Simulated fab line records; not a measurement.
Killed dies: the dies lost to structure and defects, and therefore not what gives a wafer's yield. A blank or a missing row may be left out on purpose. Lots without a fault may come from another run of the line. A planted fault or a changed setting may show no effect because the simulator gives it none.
Comparing a struck lot with a sound one + flow berkeley cmos170 + 16 out of 331 route steps
Sound: wafers L601.2, L601.3, L601.5. Struck: wafers L606.2, L606.3, L606.4. At the end, the cause is stated.
For every step that has rows: the tool of each side, followed by ch and its chambers, followed by its first start. Under that, the readings that differ: sound wafers + struck wafers + difference of the means + sigmas: that difference in standard deviations of wafers without a fault.
alike: words and numbers the same on both sides, and readings whose means are apart by under 2 such deviations; not compared: readings that were withheld, readings missing a value for some wafer, numbers with overlapping values and no deviation given by the record, and bounds like >300 which may hide the same value.
A row with sigmas, a row that says differs or no value, or rows on one side alone: a step with any of these is where the two part. Numbers that have no deviation but don't overlap get no sigmas and don't part them. A reading missing from all wafers of one side parts the sides only when that side holds two or more wafers.

first, 1 step without rows for these wafers: UCB170_M3_SOFTBAKE_06 (time 60 s).
UCB170_M3_STRIP_07: strips in O2.
  sound on plasma asher-03 ch 0,1, day 9 14:10; struck on plasma asher-03 ch 0,1, day 10 21:58
  alike: drypump motor current A, oes product au, strip time to endpoint s
  not compared: rf hours counter h
then, 7 steps without rows for these wafers: UCB170_M3_STRIP_08 (strips KrF in DMSO, time 600 s); UCB170_M3_COAT_09; UCB170_M3_COAT_10 (resist thk 900 nm); UCB170_M3_SOFTBAKE_11 (time 60 s); UCB170_M3_EXPOSE_12 (exposes mask METAL3, target cd 700 nm); UCB170_M3_PEB_13; UCB170_M3_DEVELOP_14 (develop time 45 s).
UCB170_M3_CD_MEAS_15 targets a cd of 700 nm.
  struck on cd sem-01, day 11 00:07; sound on cd sem-01, day 9 15:47
  alike: cd nm
UCB170_M3_OVL_MEAS_16:
  struck on overlay-01, day 11 00:13; sound on overlay-02, day 9 15:53
  alike: M3_OVL
UCB170_M3_ETCH_17: etches BARC in N2/H2.
  sound on rie diel-04 ch 0,3, day 9 15:55; struck on rie diel-03 ch 0,1,2, day 11 00:15
| reading               | sound             | struck            | difference | sigmas |
|-----------------------|-------------------|-------------------|------------|--------|
| oes product au (a.u.) | 1.042 0.994 1.047 | 0.991 0.977 0.968 | -0.049     | -2     |
  alike: drypump motor current A, rf fwd power W, throttle valve pct
UCB170_M3_METAL_ETCH_18: etches Al in Cl2/BCl3, stops on SiO2, target depth 1170 nm, time 195 s.
  sound on rie metal-04 ch 0,1, day 9 15:58; struck on rie metal-01 ch 0,1, day 11 00:17
| reading                             | sound             | struck            | difference | sigmas |
|-------------------------------------|-------------------|-------------------|------------|--------|
| oes product au (a.u.)               | 0.871 0.820 0.857 | 0.764 0.749 0.715 | -0.107     | -6     |
| rf fwd power W (W)                  | 596.7 594.0 595.9 | 601.0 601.8 595.8 | +4.0       | +2     |
| model.M3.feature depth nm (nm)      | 949.5 935.2 949.3 | 687.4 681.5 647.4 | -272.6     |        |
| model.KrF_of_M3_COAT_10.thk nm (nm) | 182.8 212.2 187.4 | 489.5 493.2 511.1 | +303.8     |        |
| model.etch.depth nm (nm)            | 891.2 878.9 890.9 | 687.4 681.5 647.4 | -214.9     |        |
  alike: drypump motor current A, throttle valve pct
  not compared: rf hours counter h
UCB170_M3_STRIP_19: strips in O2.
  sound on plasma asher-01 ch 0,1, day 9 16:09; struck on plasma asher-03 ch 0,1, day 11 00:29
| reading               | sound             | struck            | difference | sigmas |
|-----------------------|-------------------|-------------------|------------|--------|
| oes product au (a.u.) | 0.521 0.538 0.518 | 0.717 0.706 0.722 | +0.189     | +9     |
  alike: drypump motor current A
  not compared: rf hours counter h
UCB170_M3_CD_MEAS_90 targets a cd of 700 nm.
  struck on cd sem-02, day 11 00:36; sound on cd sem-01, day 9 16:17
| reading    | sound       | struck      | difference | sigmas |
|------------|-------------|-------------|------------|--------|
| cd nm (nm) | 704 705 705 | 721 721 717 | +15        | +5     |
UCB170_M3_BOW_MEAS_20:
  struck on film metro-04, day 11 00:43; sound on film metro-02, day 9 16:25
  alike: M3_BOW

== WHERE THEY PART ==
Last at UCB170_M3_CD_MEAS_90 as far as this record goes, first at UCB170_M3_ETCH_17. Later steps at which nothing parts them and some readings are alike: UCB170_M3_BOW_MEAS_20.

WHY: what had been put in by the simulator
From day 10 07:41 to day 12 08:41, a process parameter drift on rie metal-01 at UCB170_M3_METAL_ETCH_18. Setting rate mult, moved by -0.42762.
